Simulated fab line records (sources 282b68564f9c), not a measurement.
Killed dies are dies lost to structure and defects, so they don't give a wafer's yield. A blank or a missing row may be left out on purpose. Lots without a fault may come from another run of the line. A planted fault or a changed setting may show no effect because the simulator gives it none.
fab line records	flow rit_cmos
record: lots: 7	wafers: 21	last_day: 7
route steps=202 shown CONTACT@168 M1@202
lots that met no fault: taken from a fault-free run of the same line
start_h: hours from the record's first day to the start of the lot's first wafer shown	wait_h: time in hours since the lot's previous step	" as in the row above	L1.1+2: a row that stands for several wafers	- value missing, or start not given	* or withheld: withheld	< > ~ a bound
route shown NAME@n: NAME is a module with steps in the file, n the number in the route of the first one	usual: the fault-free wafers' mean and standard deviation	same: alike in all rows	chamber/n: place in a boat	sites: each site's reading	_std_site: their standard deviation	_edge_site: inner sites' mean taken away from outer sites' mean	radius_mm: how far each site lies from the wafer's centre	mask NAME#n: copy n	behind: the tool/chamber that last shaped the wafer	hold: reason for holding the lot/hours on hold/outcome of the hold	device: the n, p or np transistor that did not switch	end of line: at the end of the route, the tests of the same wafers	a step without rows: its recipe alone	killed: at the first sort, the dies lost to defects and structure; wafer yield is something else	map: a wafer's dies, x killed, . not, _ none there
set.NAME: the setting that was run; set.NAME@STEP: the one run at that earlier step	model.NAME: the simulator's own value behind a step, which no gauge read
lots at selected steps of the route; one table per step, one row per wafer
services: a tool's chamber out of use, with start hour (start_h, from the record's first day; less than 0 if before it), hours out, and reason
== steps ==
step: RIT_CONTACT_CVD_00
recipe: material: SiO2	target_thk_nm: 400	precursor: TEOS	temp_c: 390	time_s: 61	rf_w: 400
usual: heater_power_w: 341/55
lot.wafer	tool	chamber	start_h	wait_h	heater_power_w
L998.2	pecvd-03	1	55.06	0.0	402
L998.5	"	1	"	"	405
L998.6	"	2	"	"	374
L107.1	pecvd-03	2	102.29	0.1	389
L107.2	"	1	"	"	402
L107.5	"	0	"	"	320
L108.1	pecvd-04	1	107.59	0.1	341
L108.2	"	2	"	"	389
L108.4	"	0	"	"	353
L111.1	pecvd-04	0	125.87	0.1	415
L111.5	"	1	"	"	369
L111.6	"	0	"	"	304
L112.1	pecvd-03	1	134.87	0.1	388
L112.3	"	0	"	"	297
L112.4	"	0	"	"	305
L117.1	pecvd-04	0	166.61	0.1	347
L117.3	"	1	"	"	386
L117.6	"	0	"	"	369
L118.1	pecvd-02	2	166.85	0.1	434
L118.2	"	1	"	"	310
L118.6	"	1	"	"	230
step: RIT_CONTACT_THK_MEAS_01
recipe: reads: SiO2_of_CONTACT_CVD_00
usual: CONTACT_TEOS_THK: 399/7.1
lot.wafer	tool	chamber	start_h	wait_h	CONTACT_TEOS_THK[nm]
L998.2	film_metro-02	-	55.12	0.0	389
L998.5	"	-	"	"	396
L998.6	"	-	"	"	393
L107.1	film_metro-04	-	102.34	0.0	397
L107.2	"	-	"	"	397
L107.5	"	-	"	"	400
L108.1	film_metro-03	-	107.65	0.0	385
L108.2	"	-	"	"	380
L108.4	"	-	"	"	399
L111.1	film_metro-03	-	125.92	0.0	397
L111.5	"	-	"	"	387
L111.6	"	-	"	"	401
L112.1	film_metro-03	-	134.92	0.0	394
L112.3	"	-	"	"	396
L112.4	"	-	"	"	404
L117.1	film_metro-03	-	166.66	0.0	395
L117.3	"	-	"	"	385
L117.6	"	-	"	"	398
L118.1	film_metro-04	-	166.90	0.0	414
L118.2	"	-	"	"	401
L118.6	"	-	"	"	410
step: RIT_CONTACT_HMDS_02
recipe: prime_time_s: 60	prime_temp_c: 140
step: RIT_CONTACT_COAT_03
recipe: resist: NOVOLAK	spin_rpm: 3250	resist_thk_nm: 1000
step: RIT_CONTACT_SOFTBAKE_04
recipe: resist: NOVOLAK	temp_c: 90	time_s: 60
step: RIT_CONTACT_EXPOSE_05
recipe: mask_id: M11	na: 0.6	source_shape: conventional	sigma_outer: 0.5	target_cd_nm: 1000	dose_mj: 250
step: RIT_CONTACT_PEB_06
recipe: resist: NOVOLAK	temp_c: withheld	time_s: withheld
step: RIT_CONTACT_DEVELOP_07
recipe: resist: NOVOLAK	develop_time_s: 120	dev_temp_c: 23
step: RIT_CONTACT_CD_MEAS_08
recipe: target_cd_nm: 1000
usual: cd_nm: 999.8/2.1
lot.wafer	tool	chamber	start_h	wait_h	cd_nm
L998.2	cd_sem-02	-	56.16	-	999.1
L998.5	"	-	"	"	997.7
L998.6	"	-	"	"	999.2
L107.1	cd_sem-01	-	103.49	-	999.0
L107.2	"	-	"	"	998.1
L107.5	"	-	"	"	997.0
L108.1	cd_sem-01	-	108.80	-	1002.3
L108.2	"	-	"	"	1001.9
L108.4	"	-	"	"	1003.8
L111.1	cd_sem-01	-	126.95	-	1001.1
L111.5	"	-	"	"	1001.2
L111.6	"	-	"	"	1002.0
L112.1	cd_sem-01	-	135.95	-	1003.2
L112.3	"	-	"	"	1004.5
L112.4	"	-	"	"	1004.0
L117.1	cd_sem-02	-	167.81	-	1001.9
L117.3	"	-	"	"	1003.3
L117.6	"	-	"	"	1001.4
L118.1	cd_sem-02	-	168.06	-	996.0
L118.2	"	-	"	"	998.5
L118.6	"	-	"	"	997.6
step: RIT_CONTACT_OVL_MEAS_09
usual: CONTACT_OVL: -0.4/1.2
lot.wafer	tool	chamber	start_h	wait_h	CONTACT_OVL[nm]
L998.2	overlay-02	-	56.26	0.1	-0.2
L998.5	"	-	"	"	-0.5
L998.6	"	-	"	"	1.5
L107.1	overlay-02	-	103.61	0.1	0.1
L107.2	"	-	"	"	-0.3
L107.5	"	-	"	"	-0.1
L108.1	overlay-02	-	108.92	0.1	-2.4
L108.2	"	-	"	"	-2.5
L108.4	"	-	"	"	-1.6
L111.1	overlay-02	-	127.07	0.1	-0.6
L111.5	"	-	"	"	-2.9
L111.6	"	-	"	"	-1.3
L112.1	overlay-01	-	136.07	0.1	0.2
L112.3	"	-	"	"	-1.2
L112.4	"	-	"	"	2.1
L117.1	overlay-02	-	167.93	0.1	2.3
L117.3	"	-	"	"	2.1
L117.6	"	-	"	"	1.1
L118.1	overlay-01	-	168.18	0.1	-0.9
L118.2	"	-	"	"	0.3
L118.6	"	-	"	"	0.2
step: RIT_CONTACT_HARDBAKE_10
recipe: resist: NOVOLAK	temp_c: 140	time_s: 60
step: RIT_CONTACT_ETCH_11
recipe: target_depth_a: 4800	over_etch_frac: 0.2	stop_on: TiSi2	chemistry: CHF3/CF4/Ar	target: SiO2	CHF3_flow_sccm: 50	cf4_flow_sccm: 10	Ar_flow_sccm: 100	O2_flow_sccm: 5	pressure_mtorr: 100	rf_w: 200	time_s: 320
usual: drypump_motor_current_A: 5.7/0.35	oes_product_au: 0.991/0.014	throttle_valve_pct: 8.93/0.14
same: over_etch_frac: 0.2
lot.wafer	tool	chamber	start_h	wait_h	drypump_motor_current_A	oes_product_au	rf_hours_counter_h	throttle_valve_pct
L998.2	rie_diel-04	1	56.44	0.1	5.9	0.996	8	9.02
L998.5	"	0	"	"	5.2	1.007	-	8.88
L998.6	"	1	"	"	6.0	1.000	-	9.00
L107.1	rie_diel-01	2	103.80	0.1	6.0	0.968	103	9.05
L107.2	"	0	"	"	6.1	0.983	46	8.68
L107.5	"	2	"	"	6.0	0.964	-	9.05
L108.1	rie_diel-02	1	109.10	0.1	6.1	0.990	80	8.86
L108.2	"	3	"	"	5.6	0.978	43	9.15
L108.4	"	2	"	"	5.6	0.998	6	8.81
L111.1	rie_diel-01	2	127.26	0.1	6.0	0.969	104	9.05
L111.5	"	2	"	"	5.9	0.958	-	9.05
L111.6	"	3	"	"	5.3	0.995	-	8.96
L112.1	rie_diel-04	3	136.25	0.1	5.8	0.996	29	9.09
L112.3	"	2	"	"	6.0	0.979	2	8.98
L112.4	"	0	"	"	5.1	1.012	18	8.87
L117.1	rie_diel-04	1	168.12	0.1	5.9	0.993	10	9.00
L117.3	"	2	"	"	6.0	0.979	3	8.96
L117.6	"	0	"	"	5.1	1.016	-	8.88
L118.1	rie_diel-02	2	168.36	0.1	5.6	0.997	7	8.81
L118.2	"	3	"	"	5.6	0.989	44	9.16
L118.6	"	1	"	"	6.1	0.998	-	8.87
step: RIT_CONTACT_STRIP_12
recipe: chemistry: O2	time_s: 180	resist: NOVOLAK	platen_temp_c: withheld	power_w: 500	pressure_mtorr: 4000	o2_flow_sccm: 4000
usual: drypump_motor_current_A: 5.5/0.49	run_length_s: 208.3/0.41
lot.wafer	tool	chamber	start_h	wait_h	drypump_motor_current_A	rf_hours_counter_h	run_length_s
L998.2	plasma_asher-02	1	56.64	0.1	5.9	44	209.2
L998.5	"	1	"	"	5.9	-	209.0
L998.6	"	0	"	"	6.5	-	208.5
L107.1	plasma_asher-01	0	103.99	0.1	5.3	38	208.5
L107.2	"	1	"	"	4.9	38	207.5
L107.5	"	0	"	"	5.3	-	208.6
L108.1	plasma_asher-01	1	109.30	0.1	4.9	38	199.5
L108.2	"	0	"	"	5.4	38	200.7
L108.4	"	0	"	"	5.3	-	200.4
L111.1	plasma_asher-01	1	127.45	0.1	4.9	40	200.4
L111.5	"	1	"	"	4.9	-	199.9
L111.6	"	0	"	"	5.3	-	201.0
L112.1	plasma_asher-01	1	136.45	0.1	4.9	41	199.5
L112.3	"	0	"	"	5.3	-	200.9
L112.4	"	1	"	"	4.9	-	200.0
L117.1	plasma_asher-03	0	168.31	0.1	5.7	37	209.0
L117.3	"	1	"	"	5.2	-	208.0
L117.6	"	0	"	"	5.7	-	208.4
L118.1	plasma_asher-02	1	168.56	0.1	5.9	5	208.7
L118.2	"	0	"	"	6.5	5	208.8
L118.6	"	1	"	"	5.9	-	208.7
step: RIT_CONTACT_CD_MEAS_90
recipe: target_cd_nm: 1000
usual: cd_nm: 999.7/2.2
lot.wafer	tool	chamber	start_h	wait_h	cd_nm
L998.2	cd_sem-01	-	56.83	0.1	998.9
L998.5	"	-	"	"	998.1
L998.6	"	-	"	"	998.8
L107.1	cd_sem-02	-	104.17	0.1	998.2
L107.2	"	-	"	"	999.0
L107.5	"	-	"	"	996.6
L108.1	cd_sem-02	-	109.47	0.1	1002.7
L108.2	"	-	"	"	1001.5
L108.4	"	-	"	"	1003.5
L111.1	cd_sem-02	-	127.63	0.1	1001.0
L111.5	"	-	"	"	1001.0
L111.6	"	-	"	"	1001.0
L112.1	cd_sem-02	-	136.62	0.1	1003.0
L112.3	"	-	"	"	1004.0
L112.4	"	-	"	"	1004.1
L117.1	cd_sem-01	-	168.49	0.1	1001.7
L117.3	"	-	"	"	1003.3
L117.6	"	-	"	"	1002.1
L118.1	cd_sem-02	-	168.73	0.1	996.8
L118.2	"	-	"	"	997.8
L118.6	"	-	"	"	997.3
step: RIT_M1_PROBE_99
usual: killed_at_contacts: 0.1/0.27	killed_at_front_end: 7/3.1	killed_dies: 7/3.2	killed_open: 3.8/2.1	killed_short: 3.6/2
same: gross_dies: 264	killed_at_M0_to_M3: 0	killed_at_M4_up: 0	killed_at_back_side: 0	killed_at_other: 0
lot.wafer	tool	chamber	start_h	wait_h	killed_at_contacts	killed_at_front_end	killed_dies	killed_open	killed_short	model.etest.ppoly_line.width_nm	model.etest.npoly_line.width_nm	model.etest.ring.delay_ps	model.etest.nmos_0p15.off_log10_a_um	model.etest.ring.quiet_log10_a
L998.2	prober-01	-	61.47	0.1	0	6	6	3	3	101.2	100.5	26.71	-9.953	-7.707
L998.5	prober-01	-	61.62	0.2	1	10	11	6	5	100.6	98.99	26.13	-9.874	-7.508
L998.6	prober-01	-	61.67	0.2	0	7	7	4	3	99.9	98.73	26.4	-9.742	-7.49
L107.1	prober-02	-	108.65	0.1	0	9	9	3	6	104.8	103.8	28.03	-10.35	-8.006
L107.2	prober-02	-	108.70	0.1	0	6	6	3	3	103.5	103.3	27.2	-10.2	-7.851
L107.5	prober-02	-	108.85	0.2	0	11	11	4	7	105.2	104.4	27.68	-10.42	-8.018
L108.1	prober-01	-	114.08	0.1	1	9	10	7	3	105.2	104.5	28.13	-10.48	-8.077
L108.2	prober-01	-	114.13	0.1	0	5	5	4	1	103.5	103	27.97	-10.28	-8.056
L108.4	prober-01	-	114.23	0.2	0	6	6	3	3	104.5	103.4	28.82	-10.72	-8.274
L111.1	prober-02	-	132.11	0.1	0	8	8	2	6	107	107.4	28.49	-10.34	-8.019
L111.5	prober-02	-	132.31	0.2	1	8	9	5	4	107.9	106.7	28.13	-10.2	-7.971
L111.6	prober-02	-	132.36	0.2	0	5	5	2	3	106.5	104.7	27.94	-9.984	-7.798
L112.1	prober-01	-	141.54	0.1	0	11	11	9	2	105.4	104.3	27.54	-10.16	-7.868
L112.3	prober-01	-	141.64	0.2	0	3	3	1	2	105.4	103.8	27.58	-10.17	-7.864
L112.4	prober-01	-	141.69	0.2	0	6	6	3	3	103.9	102.9	27.26	-10.15	-7.893
L117.1	prober-02	-	173.00	0.1	0	7	7	3	4	97.06	96.9	25.57	-9.559	-7.253
L117.3	prober-02	-	173.10	0.2	0	4	4	3	1	97.31	96.29	25.1	-9.613	-7.232
L117.6	prober-02	-	173.25	0.2	0	14	14	7	7	99.59	98.63	26.07	-9.859	-7.446
L118.1	prober-01	-	174.50	0.1	0	8	8	6	2	102.3	101	27.11	-9.986	-7.702
L118.2	prober-01	-	174.55	0.1	0	8	8	5	3	101.2	99.5	26.88	-10.02	-7.825
L118.6	prober-01	-	174.75	0.2	0	8	8	3	5	101	100	26.92	-9.906	-7.633
killed by level:class
L998.2 GATE:geometric_particle:short=3 GATE:geometric_particle:open=1 REOX:geometric_particle:open=1 SPACER:geometric_particle:open=1
L998.5 GATE:geometric_particle:open=2 REOX:geometric_particle:open=2 FOX1:geometric_particle:short=1 FOX1:geometric_particle:open=1 FOX2:geometric_particle:short=1 GATE:geometric_particle:short=1 SPACER:geometric_particle:short=1 SILICIDE:geometric_particle:open=1
L998.6 GATE:geometric_particle:open=2 REOX:geometric_particle:short=2 FOX1:geometric_particle:open=1 FOX2:geometric_particle:open=1 SPACER:geometric_particle:short=1
L107.1 GATE:geometric_particle:short=2 GATE:geometric_particle:open=2 FOX2:geometric_particle:short=1 REOX:geometric_particle:short=1 SPACER:geometric_particle:short=1 SPACER:geometric_particle:open=1 SILICIDE:geometric_particle:short=1
L107.2 GATE:geometric_particle:open=2 SPACER:geometric_particle:short=2 SPACER:geometric_particle:open=1 SILICIDE:geometric_particle:short=1
L107.5 GATE:geometric_particle:short=3 SILICIDE:geometric_particle:short=3 FOX1:geometric_particle:short=1 FOX2:geometric_particle:open=1 GATE:geometric_particle:open=1 REOX:geometric_particle:open=1 SILICIDE:geometric_particle:open=1
L108.1 GATE:geometric_particle:open=2 SILICIDE:geometric_particle:open=2 FOX1:geometric_particle:short=1 FOX2:geometric_particle:open=1 GATE:geometric_particle:short=1 REOX:geometric_particle:open=1 SILICIDE:geometric_particle:short=1 CONTACT:geometric_particle:open=1
L108.2 FOX1:geometric_particle:open=2 FOX2:geometric_particle:open=1 GATE:geometric_particle:open=1 GATE:geometric_particle:short=1
L108.4 FOX2:geometric_particle:short=2 FOX2:geometric_particle:open=1 GATE:geometric_particle:open=1 GATE:geometric_particle:short=1 SPACER:geometric_particle:open=1
L111.1 FOX1:geometric_particle:short=2 SPACER:geometric_particle:short=2 GATE:geometric_particle:short=1 REOX:geometric_particle:short=1 REOX:geometric_particle:open=1 SPACER:geometric_particle:open=1
L111.5 FOX1:geometric_particle:short=1 FOX2:geometric_particle:open=1 FOX2:geometric_particle:short=1 GATE:geometric_particle:short=1 REOX:geometric_particle:open=1 SPACER:geometric_particle:open=1 SPACER:geometric_particle:short=1 SILICIDE:geometric_particle:open=1
L111.6 FOX1:geometric_particle:open=2 FOX1:geometric_particle:short=2 GATE:geometric_particle:short=1
L112.1 SPACER:geometric_particle:open=4 GATE:geometric_particle:short=2 SILICIDE:geometric_particle:open=2 FOX1:geometric_particle:open=1 GATE:geometric_particle:open=1 REOX:geometric_particle:open=1
L112.3 FOX1:geometric_particle:short=1 GATE:geometric_particle:short=1 GATE:geometric_particle:open=1
L112.4 GATE:geometric_particle:open=2 GATE:geometric_particle:short=1 REOX:geometric_particle:short=1 SILICIDE:geometric_particle:open=1 SILICIDE:geometric_particle:short=1
L117.1 GATE:geometric_particle:short=4 FOX1:geometric_particle:open=1 GATE:geometric_particle:open=1 SPACER:geometric_particle:open=1
L117.3 SILICIDE:geometric_particle:open=2 GATE:geometric_particle:short=1 SPACER:geometric_particle:open=1
L117.6 GATE:geometric_particle:short=3 SILICIDE:geometric_particle:short=3 SILICIDE:geometric_particle:open=3 GATE:geometric_particle:open=2 REOX:geometric_particle:open=2 SPACER:geometric_particle:short=1
L118.1 FOX1:geometric_particle:open=3 GATE:geometric_particle:open=2 FOX1:geometric_particle:short=1 GATE:geometric_particle:short=1 SILICIDE:geometric_particle:open=1
L118.2 GATE:geometric_particle:open=3 REOX:geometric_particle:short=2 SILICIDE:geometric_particle:open=2 GATE:geometric_particle:short=1
L118.6 GATE:geometric_particle:open=2 SPACER:geometric_particle:short=2 FOX1:geometric_particle:short=1 FOX2:geometric_particle:short=1 SPACER:geometric_particle:open=1 SILICIDE:geometric_particle:short=1
== services ==
tool	chamber	start_h	hours	kind
pecvd-02	0	46.26	9.6	repair
plasma_asher-03	-	54.35	4.3	repair
plasma_asher-01	-	54.84	6.3	repair
pecvd-02	0	65.73	2.9	repair
rie_diel-02	-	65.82	14.6	pm
rie_diel-04	2	67.37	2.4	repair
pecvd-04	0	69.67	4.5	repair
plasma_asher-02	-	108.75	9.0	pm
plasma_asher-02	0	108.75	9.0	vent_cycle
plasma_asher-02	1	108.75	9.0	vent_cycle
plasma_asher-02	0	117.75	-	clean
plasma_asher-02	1	117.75	-	clean
rie_diel-01	1	132.79	2.2	repair
rie_diel-01	-	136.51	0.1	repair
rie_diel-02	0	156.97	3.9	repair
rie_diel-01	3	162.46	1.8	repair
rie_diel-02	0	163.51	-	clean
rie_diel-02	0	163.51	22.0	scheduled_down
rie_diel-02	0	163.51	22.0	vent_cycle
== key ==
first_sign: step: RIT_CONTACT_STRIP_12	reading: run_length_s	direction: down	sigmas: 20	usual: *	struck: *
effect none on later readings
model_effect: step: RIT_M1_PROBE_99	value: etest.ppoly_line.width_nm	without: 104	struck: 105.5
met_at RIT_CONTACT_STRIP_12
struck_wafers L108.1,L108.2,L108.4,L111.1,L111.5,L111.6,L112.1,L112.3,L112.4
tester_left_out L108,L111,L112
onset_between 103.99 109.30
fault: kind: process_parameter_drift	tool: plasma_asher-01	chamber: -	onset_h: 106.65	steps: RIT_CONTACT_STRIP_12	channel: time_s	offset: *	shape: step	end_h: 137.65	acts_in: *	stated: *
tester_left_out: of these lots the tester's yield and bins aren't shown, on N5 and GAA mostly nor the transistor test; their killed dies are dies lost to structure and defects alone, not to doping, threshold or leakage, so they don't give the yield
